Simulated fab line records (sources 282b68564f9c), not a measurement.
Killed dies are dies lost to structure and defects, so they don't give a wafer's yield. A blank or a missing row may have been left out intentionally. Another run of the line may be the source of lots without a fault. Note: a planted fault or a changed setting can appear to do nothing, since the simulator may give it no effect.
fab line records	flow rit-cmos
record: lots: 5	wafers: 23
route steps=202 shown SPACER@128 NSD@131 SILICIDE@162 M1@184
start-h: hours from the record's opening day to when the first of the lot's shown wafers began	wait-h: hours from the lot's prior step to this one	" same as the row above	L1.1+2: one row covering several wafers at once	- value missing, or start not given	* or withheld: withheld	< > ~ a bound
route shown NAME@n: names a module that has steps shown in the file, with the first one's number in the route	usual: mean/standard deviation of fault-free wafers	same: alike in all rows	chamber/n: place in a boat	sites: each site's reading	_std_site: the standard deviation of these	_edge_site: mean of outer sites minus mean of inner sites	radius-mm: how far each site lies from the wafer's centre	mask NAME#n: copy n	behind: the tool/chamber that last shaped the wafer	hold: why the lot went on hold/how many hours it stayed there/how the hold came to an end	device: transistor that didn't switch, given as n, p or np	end of line: the tests these same wafers got at the end of their route	a step given without rows: its recipe and nothing more	killed: at the first sort, the dies lost to defects and structure; wafer yield is something else	map: per-die view of a wafer (x killed, . not killed, _ where there is no die)
set.NAME: the setting that was run; set.NAME@STEP: the one run at that earlier step	model.NAME: the simulator's own value behind a step, which no gauge read
lots with deliberately changed settings; one table per step, one row per wafer
== steps ==
step: RIT_SPACER_CVD_03
recipe: material: Si3N4	target-thk-nm: 250	temp-c: 810	precursor: SiH2Cl2/NH3	time-s: 3300	pressure-mtorr: 300	sih2cl2-flow-sccm: 60	nh3-flow-sccm: 150
lot.wafer	tool	chamber	start-h	wait-h	set.pressure-mtorr	model.Si3N4_of_SPACER_CVD_03.thk-nm
L074.2	-	-	-	0.0	300	254.3
L074.3	"	-	"	"	300	252.9
L074.4	"	-	"	"	300	253.3
L074.5	"	-	"	"	300	253.4
L074.6	"	-	"	"	300	253
L075.2	-	-	-	0.0	266	240.8
L075.3	"	-	"	"	266	243
L075.4	"	-	"	"	266	242.9
L075.5	"	-	"	"	266	243.4
L075.6	"	-	"	"	266	242.7
L080.1	-	-	-	0.0	329	258.2
L080.3	"	-	"	"	329	261.1
L080.4	"	-	"	"	329	260.2
L080.5	"	-	"	"	329	256.5
L080.6	"	-	"	"	329	259.8
L081.1	lpcvd-01	1	79.44	0.0	300	252.6
L081.3	"	1	"	"	300	251.6
L081.6	"	1	"	"	300	251.8
L083.1	-	-	-	0.0	332.5	265.1
L083.3	"	-	"	"	332.5	260.1
L083.4	"	-	"	"	332.5	263.5
L083.5	"	-	"	"	332.5	262.7
L083.6	"	-	"	"	332.5	260.2
step: RIT_SPACER_THK_MEAS_04
recipe: reads: Si3N4_of_SPACER_CVD_03
usual: SPACER_NITRIDE_THK: 251.9/1.6
lot.wafer	tool	chamber	start-h	wait-h	set.pressure-mtorr@SPACER_CVD_03	SPACER_NITRIDE_THK[nm]
L074.2	film-metro-04	-	-	-	300	254.3
L074.3	"	-	"	"	300	252.8
L074.4	"	-	"	"	300	253.3
L074.5	"	-	"	"	300	253.5
L074.6	"	-	"	"	300	253.1
L075.2	film-metro-02	-	-	-	266	240.8
L075.3	"	-	"	"	266	243.0
L075.4	"	-	"	"	266	243.0
L075.5	"	-	"	"	266	243.3
L075.6	"	-	"	"	266	242.8
L080.1	film-metro-01	-	-	-	329	258.1
L080.3	"	-	"	"	329	260.9
L080.4	"	-	"	"	329	260.1
L080.5	"	-	"	"	329	256.4
L080.6	"	-	"	"	329	259.6
L081.1	film-metro-02	-	81.36	0.0	300	252.4
L081.3	"	-	"	"	300	251.5
L081.6	"	-	"	"	300	252.0
L083.1	film-metro-04	-	-	-	332.5	265.1
L083.3	"	-	"	"	332.5	260.0
L083.4	"	-	"	"	332.5	263.3
L083.5	"	-	"	"	332.5	262.6
L083.6	"	-	"	"	332.5	260.0
step: RIT_SPACER_ETCHBACK_05
recipe: target-depth-a: 2500	SF6_flow_sccm: 30	CHF3_flow_sccm: 30	target: Si3N4	chemistry: SF6/CHF3	pressure-mtorr: 40	rf-w: 250	time-s: 240	stop-on: SiO2
lot.wafer	tool	chamber	start-h	wait-h	set.time-s	set.pressure-mtorr@SPACER_CVD_03	model.etch.depth-nm
L074.2	rie-diel-03	2	45.86	0.0	240	300	-
L074.3	"	0	"	"	250.1	300	252.9
L074.4	"	2	"	"	250.1	300	253.3
L074.5	"	0	"	"	250.1	300	-
L074.6	"	1	"	"	240	300	253
L075.2	rie-diel-02	0	55.54	0.0	240	266	240.8
L075.3+4	"	1,3	"	"	223.3	266	-
L075.5	"	2	"	"	240	266	243.4
L075.6	"	1	"	"	240	266	-
L080.1	rie-diel-04	1	76.24	0.1	240	329	258.2
L080.3	"	0	"	"	220.4	329	261.1
L080.4	"	2	"	"	240	329	260.2
L080.5	"	0	"	"	220.4	329	256.5
L080.6	"	1	"	"	220.4	329	259.8
L081.1	rie-diel-03	0	81.42	0.1	240	300	252.6
L081.3	"	2	"	"	240	300	251.6
L081.6	"	3	"	"	240	300	251.8
L083.1	rie-diel-02	0	90.69	0.1	240	332.5	265.1
L083.3	"	3	"	"	228.4	332.5	260.1
L083.4	"	2	"	"	240	332.5	263.5
L083.5	"	0	"	"	228.4	332.5	262.7
L083.6	"	1	"	"	228.4	332.5	260.2
step: RIT_NSD_HMDS_00
recipe: prime-time-s: 60	prime-temp-c: 140
step: RIT_NSD_COAT_01
recipe: resist: NOVOLAK	spin-rpm: 3250	resist-thk-nm: 1000
step: RIT_NSD_HARDBAKE_07
recipe: resist: NOVOLAK	temp-c: 140	time-s: 60
step: RIT_NSD_IMPLANT_08
recipe: species: P	energy-kev: 25	dose-cm2: 1e+15	tilt-deg: 7
step: RIT_NSD_STRIP_09
recipe: chemistry: O2	time-s: 180	resist: NOVOLAK	platen-temp-c: withheld	power-w: 500	pressure-mtorr: 4000	o2-flow-sccm: 4000
lot.wafer	tool	chamber	start-h	wait-h	set.pressure-mtorr@GATE_CVD_08	model.poly-Si_of_GATE_CVD_08.thk-nm
L074.2	plasma-asher-03	1	47.42	0.1	265.2	150.9
L074.3	"	0	"	"	265.2	153.4
L074.4	"	1	"	"	265.2	147.3
L074.5	"	0	"	"	265.2	153.1
L074.6	"	1	"	"	265.2	155.1
L075.2	plasma-asher-01	1	56.87	0.1	341.5	183.6
L075.3	"	1	"	"	341.5	189
L075.4	"	0	"	"	341.5	191.4
L075.5	"	0	"	"	341.5	183.5
L075.6	"	1	"	"	341.5	185.3
L080.1	plasma-asher-03	0	77.58	0.1	316.5	180.1
L080.3	"	0	"	"	316.5	179.7
L080.4	"	1	"	"	316.5	180
L080.5	"	1	"	"	316.5	178.9
L080.6	"	0	"	"	316.5	182
L081.1	plasma-asher-01	0	82.82	0.1	300	169.7
L081.3	"	1	"	"	300	167.6
L081.6	"	0	"	"	300	169.8
L083.1	plasma-asher-01	0	92.03	0.1	255.6	151
L083.3	"	0	"	"	255.6	153.6
L083.4	"	1	"	"	255.6	150.5
L083.5	"	0	"	"	255.6	152.5
L083.6	"	1	"	"	255.6	153.3
step: RIT_SILICIDE_SPUTTER_01
recipe: material: Ti	target-thk-nm: 30	power-w: 350	chamber-pressure-pa: 0.667	gas: Ar	time-s: 240	substrate-temp-c: 25
lot.wafer	tool	chamber	start-h	wait-h	set.power-w	model.Ti_of_SILICIDE_SPUTTER_01.thk-nm
L074.2	pvd-sputter-01	-	50.12	0.0	386.5	32.71
L074.3	"	-	"	"	350	29.67
L074.4	"	-	"	"	386.5	32.91
L074.5	"	-	"	"	350	29.66
L074.6	"	-	"	"	350	29.77
L075.2	pvd-sputter-04	-	59.80	0.0	336.4	27.73
L075.3	"	-	"	"	336.4	28.81
L075.4	"	-	"	"	336.4	28.94
L075.5	"	-	"	"	350	29.85
L075.6	"	-	"	"	350	30.04
L080.1	pvd-sputter-01	-	80.17	0.0	350	30.23
L080.3	"	-	"	"	332.2	27.97
L080.4	"	-	"	"	350	30.46
L080.5	"	-	"	"	332.2	28.91
L080.6	"	-	"	"	350	29.79
L081.1	pvd-sputter-04	-	85.40	0.0	350	30.18
L081.3	"	-	"	"	350	29.4
L081.6	"	-	"	"	350	29.43
L083.1	pvd-sputter-02	-	94.60	0.0	350	30.39
L083.3	"	-	"	"	350	29.94
L083.4	"	-	"	"	350	30.98
L083.5	"	-	"	"	350	30.69
L083.6	"	-	"	"	350	30.61
step: RIT_SILICIDE_RS_MEAS_02
recipe: thk-meas-gauge: four-point-probe	reads: Ti_of_SILICIDE_SPUTTER_01
usual: SILICIDE_TI_RS: 48.1/0.83
lot.wafer	tool	chamber	start-h	wait-h	set.power-w@SILICIDE_SPUTTER_01	SILICIDE_TI_RS[ohm/sq]
L074.2	film-metro-02	-	50.29	0.1	386.5	43.0
L074.3	"	-	"	"	350	48.7
L074.4	"	-	"	"	386.5	42.7
L074.5	"	-	"	"	350	48.8
L074.6	"	-	"	"	350	48.3
L075.2	film-metro-02	-	59.97	0.1	336.4	52.9
L075.3	"	-	"	"	336.4	50.4
L075.4	"	-	"	"	336.4	50.2
L075.5	"	-	"	"	350	48.3
L075.6	"	-	"	"	350	47.8
L080.1	film-metro-02	-	80.32	0.1	350	47.5
L080.3	"	-	"	"	332.2	52.3
L080.4	"	-	"	"	350	47.0
L080.5	"	-	"	"	332.2	50.2
L080.6	"	-	"	"	350	48.3
L081.1	film-metro-01	-	85.55	0.1	350	47.6
L081.3	"	-	"	"	350	49.1
L081.6	"	-	"	"	350	49.1
L083.1	film-metro-03	-	94.75	0.1	350	47.0
L083.3	"	-	"	"	350	47.9
L083.4	"	-	"	"	350	46.0
L083.5	"	-	"	"	350	46.5
L083.6	"	-	"	"	350	46.7
step: RIT_SILICIDE_THK_MEAS_03
recipe: thk-meas-gauge: xrf	reads: Ti_of_SILICIDE_SPUTTER_01
usual: SILICIDE_TI_THK: 29.9/0.39
lot.wafer	tool	chamber	start-h	wait-h	set.power-w@SILICIDE_SPUTTER_01	SILICIDE_TI_THK[nm]
L074.2	film-metro-02	-	50.40	0.1	386.5	32.8
L074.3	"	-	"	"	350	29.8
L074.4	"	-	"	"	386.5	33.0
L074.5	"	-	"	"	350	29.8
L074.6	"	-	"	"	350	29.7
L075.2	film-metro-02	-	60.08	0.1	336.4	27.9
L075.3	"	-	"	"	336.4	28.8
L075.4	"	-	"	"	336.4	29.1
L075.5	"	-	"	"	350	29.9
L075.6	"	-	"	"	350	30.2
L080.1	film-metro-02	-	80.44	0.1	350	30.3
L080.3	"	-	"	"	332.2	28.1
L080.4	"	-	"	"	350	30.5
L080.5	"	-	"	"	332.2	29.0
L080.6	"	-	"	"	350	30.0
L081.1	film-metro-01	-	85.67	0.1	350	30.1
L081.3	"	-	"	"	350	29.2
L081.6	"	-	"	"	350	29.4
L083.1	film-metro-03	-	94.87	0.1	350	30.3
L083.3	"	-	"	"	350	29.8
L083.4	"	-	"	"	350	31.0
L083.5	"	-	"	"	350	30.7
L083.6	"	-	"	"	350	30.5
step: RIT_M1_SPUTTER_00
recipe: material: Al	target-thk-nm: 400	power-w: 2000	chamber-pressure-pa: 0.4	gas: Ar	time-s: 500	substrate-temp-c: 25
lot.wafer	tool	chamber	start-h	wait-h	set.power-w	model.Al_of_M1_SPUTTER_00.thk-nm
L074.2	pvd-sputter-02	-	52.89	0.0	2226	439.2
L074.3	"	-	"	"	2000	403.4
L074.4	"	-	"	"	2000	402.1
L074.5	"	-	"	"	2226	449.3
L074.6	"	-	"	"	2000	399.6
L075.2	pvd-sputter-03	-	62.67	0.0	2000	397.8
L075.3	"	-	"	"	2190	432.4
L075.4	"	-	"	"	2190	431.7
L075.5	"	-	"	"	2000	398.4
L075.6	"	-	"	"	2190	440
L080.1	pvd-sputter-02	-	83.08	0.0	2000	408.2
L080.3	"	-	"	"	2000	403.3
L080.4	"	-	"	"	2000	397.8
L080.5	"	-	"	"	2000	399.4
L080.6	"	-	"	"	2000	408.4
L081.1	pvd-sputter-03	-	88.12	0.0	2000	405.4
L081.3	"	-	"	"	2000	410.8
L081.6	"	-	"	"	2000	405.9
L083.1	pvd-sputter-03	-	97.73	0.0	2000	400.4
L083.3	"	-	"	"	1924	384.7
L083.4	"	-	"	"	2000	405.3
L083.5	"	-	"	"	1924	386.6
L083.6	"	-	"	"	2000	408.2
step: RIT_M1_RS_MEAS_01
recipe: thk-meas-gauge: four-point-probe	reads: Al_of_M1_SPUTTER_00
usual: M1_AL_RS: 0.0724/0.00096
lot.wafer	tool	chamber	start-h	wait-h	set.power-w@M1_SPUTTER_00	M1_AL_RS[ohm/sq]
L074.2	film-metro-01	-	53.20	0.2	2226	0.0668
L074.3	"	-	"	"	2000	0.0728
L074.4	"	-	"	"	2000	0.0729
L074.5	"	-	"	"	2226	0.0650
L074.6	"	-	"	"	2000	0.0733
L075.2	film-metro-04	-	62.99	0.2	2000	0.0737
L075.3	"	-	"	"	2190	0.0678
L075.4	"	-	"	"	2190	0.0678
L075.5	"	-	"	"	2000	0.0735
L075.6	"	-	"	"	2190	0.0666
L080.1	film-metro-03	-	83.37	0.1	2000	0.0718
L080.3	"	-	"	"	2000	0.0727
L080.4	"	-	"	"	2000	0.0739
L080.5	"	-	"	"	2000	0.0733
L080.6	"	-	"	"	2000	0.0718
L081.1	film-metro-04	-	88.42	0.1	2000	0.0723
L081.3	"	-	"	"	2000	0.0713
L081.6	"	-	"	"	2000	0.0722
L083.1	film-metro-01	-	98.03	0.1	2000	0.0733
L083.3	"	-	"	"	1924	0.0765
L083.4	"	-	"	"	2000	0.0725
L083.5	"	-	"	"	1924	0.0759
L083.6	"	-	"	"	2000	0.0719
step: RIT_M1_THK_MEAS_02
recipe: thk-meas-gauge: xrf	reads: Al_of_M1_SPUTTER_00
usual: M1_AL_THK: 404/5.6
lot.wafer	tool	chamber	start-h	wait-h	set.power-w@M1_SPUTTER_00	M1_AL_THK[nm]
L074.2	film-metro-01	-	53.31	0.1	2226	439
L074.3	"	-	"	"	2000	407
L074.4	"	-	"	"	2000	402
L074.5	"	-	"	"	2226	448
L074.6	"	-	"	"	2000	395
L075.2	film-metro-04	-	63.10	0.1	2000	396
L075.3	"	-	"	"	2190	434
L075.4	"	-	"	"	2190	428
L075.5	"	-	"	"	2000	398
L075.6	"	-	"	"	2190	435
L080.1	film-metro-03	-	83.49	0.1	2000	411
L080.3	"	-	"	"	2000	404
L080.4	"	-	"	"	2000	397
L080.5	"	-	"	"	2000	399
L080.6	"	-	"	"	2000	408
L081.1	film-metro-04	-	88.54	0.1	2000	406
L081.3	"	-	"	"	2000	406
L081.6	"	-	"	"	2000	403
L083.1	film-metro-01	-	98.15	0.1	2000	406
L083.3	"	-	"	"	1924	388
L083.4	"	-	"	"	2000	405
L083.5	"	-	"	"	1924	392
L083.6	"	-	"	"	2000	411
step: RIT_M1_COAT_04
recipe: resist: NOVOLAK	spin-rpm: 2000	resist-thk-nm: 1300
lot.wafer	tool	chamber	start-h	wait-h	set.resist-thk-nm	model.NOVOLAK_of_M1_COAT_04.thk-nm
L074.2+5	litho-track-04	0	53.54	0.1	1374	-
L074.3	"	0	"	"	1300	1301
L074.4	"	0	"	"	1300	1293
L074.6	"	0	"	"	1374	1373
L075.2	litho-track-04	0	63.39	0.1	1329	1327
L075.3+6	"	0	"	"	1329	-
L075.4	"	0	"	"	1300	-
L075.5	"	0	"	"	1300	1299
L080.1	litho-track-04	0	83.70	0.1	1300	1308
L080.3	"	0	"	"	1300	1305
L080.4	"	0	"	"	1300	1302
L080.5	"	0	"	"	1338	1341
L080.6	"	0	"	"	1338	1338
L081.1	litho-track-02	0	88.75	0.1	1300	1299
L081.3	"	0	"	"	1300	1302
L081.6	"	0	"	"	1300	1298
L083.1	litho-track-01	0	98.36	0.1	1251	1246
L083.3	"	0	"	"	1300	1294
L083.4	"	0	"	"	1300	1292
L083.5	"	0	"	"	1251	1243
L083.6	"	0	"	"	1251	1247
step: RIT_M1_DEVELOP_08
recipe: resist: NOVOLAK	develop-time-s: 68	dev-temp-c: 23
lot.wafer	tool	chamber	start-h	wait-h	set.develop-time-s
L074.2+6	litho-track-04	0	-	-	68
L074.3+4+5	"	0	"	"	61.11
L075.2+3	litho-track-01	0	-	-	68
L075.4+5+6	"	0	"	"	61.79
L080.1+3+4+5+6	litho-track-01	0	-	-	68
L081.1+3+6	litho-track-02	0	-	-	68
L083.1+3	litho-track-02	0	-	-	68
L083.4+5+6	"	0	"	"	61.85
step: RIT_M1_HARDBAKE_11
recipe: resist: NOVOLAK	temp-c: 140	time-s: 120
lot.wafer	tool	chamber	start-h	wait-h	set.resist-thk-nm@M1_COAT_04	model.NOVOLAK_of_M1_COAT_04.thk-nm
L074.2+5	litho-track-02	0	54.44	0.1	1374	-
L074.3	"	0	"	"	1300	1138
L074.4	"	0	"	"	1300	1131
L074.6	"	0	"	"	1374	1200
L075.2	litho-track-01	0	64.51	0.2	1329	1160
L075.3+6	"	0	"	"	1329	-
L075.4	"	0	"	"	1300	-
L075.5	"	0	"	"	1300	1136
L080.1	litho-track-02	0	84.59	0.0	1300	1144
L080.3	"	0	"	"	1300	1141
L080.4	"	0	"	"	1300	1138
L080.5	"	0	"	"	1338	1173
L080.6	"	0	"	"	1338	1170
L081.1	litho-track-01	0	89.63	0.0	1300	1136
L081.3	"	0	"	"	1300	1139
L081.6	"	0	"	"	1300	1135
L083.1	litho-track-02	0	99.24	0.0	1251	1090
L083.3	"	0	"	"	1300	1131
L083.4	"	0	"	"	1300	1130
L083.5	"	0	"	"	1251	1088
L083.6	"	0	"	"	1251	1091
step: RIT_M1_METAL_ETCH_12
recipe: stop-on: SiO2	chemistry: Cl2/BCl3	target: Al	time-s: 165	over-etch-frac: 0.4724	pressure-mtorr: 100	target-depth-a: 6000	rf-w: 250	Cl2_flow_sccm: 60	bcl3-flow-sccm: 50
step: RIT_M1_STRIP_13
recipe: chemistry: nmp	resist: NOVOLAK	temp-c: 80	time-s: 600	dry: n2-spin
step: RIT_M1_ANNEAL_15
recipe: temp-c: 450	time-s: 1800	ambient: forming_gas_H2N2
step: RIT_M1_PROBE_99
lot.wafer	tool	chamber	start-h	wait-h	set.develop-time-s@GATE_DEVELOP_15	model.etest.pmos_0p3.r-on-ohm-um
L074.2	prober-02	-	56.95	0.1	45.28	6545
L074.3	prober-02	-	57.00	0.2	50	6273
L074.4	prober-02	-	57.05	0.2	50	6282
L074.5	prober-02	-	57.10	0.2	45.28	6541
L074.6	prober-02	-	57.15	0.2	45.28	6600
L075.2	prober-01	-	67.05	0.1	46.61	6491
L075.3	prober-01	-	67.10	0.2	50	6248
L075.4	prober-01	-	67.15	0.2	46.61	6216
L075.5	prober-01	-	67.20	0.2	50	6207
L075.6	prober-01	-	67.25	0.2	46.61	6523
L080.1	prober-02	-	87.09	0.1	54.09	5609
L080.3	prober-02	-	87.19	0.2	54.09	5682
L080.4	prober-02	-	87.24	0.2	50	5974
L080.5	prober-02	-	87.29	0.2	50	5885
L080.6	prober-02	-	87.34	0.2	54.09	5566
L081.1	prober-01	-	93.31	0.1	50	6217
L081.3	prober-01	-	93.41	0.2	50	6470
L081.6	prober-01	-	93.56	0.2	50	6418
L083.1	prober-01	-	102.36	0.1	50	6220
L083.3	prober-01	-	102.46	0.2	50	6425
L083.4	prober-01	-	102.51	0.2	44.56	6808
L083.5	prober-01	-	102.56	0.2	50	6319
L083.6	prober-01	-	102.61	0.2	44.56	6688
killed by level:class
L081.1 SPACER:geometric-particle:open=1 SILICIDE:geometric-particle:short=1
L081.3 GATE:geometric-particle:open=2 FOX1:geometric-particle:open=1 GATE:geometric-particle:short=1 SPACER:geometric-particle:open=1
L081.6 GATE:geometric-particle:short=1 SPACER:geometric-particle:open=1
== key ==
split: step: RIT_SPACER_CVD_03	setting: pressure-mtorr	stated: 300	by: lot
response: step: RIT_SPACER_CVD_03	reading: model.Si3N4_of_SPACER_CVD_03.thk-nm	change: +0.838	per: 1%	r: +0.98
response: step: RIT_SPACER_THK_MEAS_04	reading: SPACER_NITRIDE_THK	change: +0.832	per: 1%	r: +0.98
response: step: RIT_SPACER_ETCHBACK_05	reading: model.etch.depth-nm	change: +0.851	per: 1%	r: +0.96
split: step: RIT_SPACER_ETCHBACK_05	setting: time-s	stated: 240	by: wafer
response none clear
split: step: RIT_SILICIDE_SPUTTER_01	setting: power-w	stated: 350	by: wafer
response: step: RIT_SILICIDE_SPUTTER_01	reading: model.Ti_of_SILICIDE_SPUTTER_01.thk-nm	change: +0.313	per: 1%	r: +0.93
response: step: RIT_SILICIDE_RS_MEAS_02	reading: SILICIDE_TI_RS	change: -0.604	per: 1%	r: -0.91
response: step: RIT_SILICIDE_THK_MEAS_03	reading: SILICIDE_TI_THK	change: +0.318	per: 1%	r: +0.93
split: step: RIT_M1_SPUTTER_00	setting: power-w	stated: 2000	by: wafer
response: step: RIT_M1_SPUTTER_00	reading: model.Al_of_M1_SPUTTER_00.thk-nm	change: +3.88	per: 1%	r: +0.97
response: step: RIT_M1_RS_MEAS_01	reading: M1_AL_RS	change: -0.000659	per: 1%	r: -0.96
response: step: RIT_M1_THK_MEAS_02	reading: M1_AL_THK	change: +3.77	per: 1%	r: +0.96
split: step: RIT_M1_COAT_04	setting: resist-thk-nm	stated: 1300	by: wafer
response: step: RIT_M1_COAT_04	reading: model.NOVOLAK_of_M1_COAT_04.thk-nm	change: +12.8	per: 1%	r: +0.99
response: step: RIT_M1_HARDBAKE_11	reading: model.NOVOLAK_of_M1_COAT_04.thk-nm	change: +11	per: 1%	r: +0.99
split: step: RIT_M1_DEVELOP_08	setting: develop-time-s	stated: 68	by: wafer
response none clear
split outside-this-file step=RIT_GATE_CVD_08 setting=pressure-mtorr
split outside-this-file step=RIT_GATE_DEVELOP_15 setting=develop-time-s
split outside-this-file: this setting was split too, and the file shows its column; the key of that split is in another file
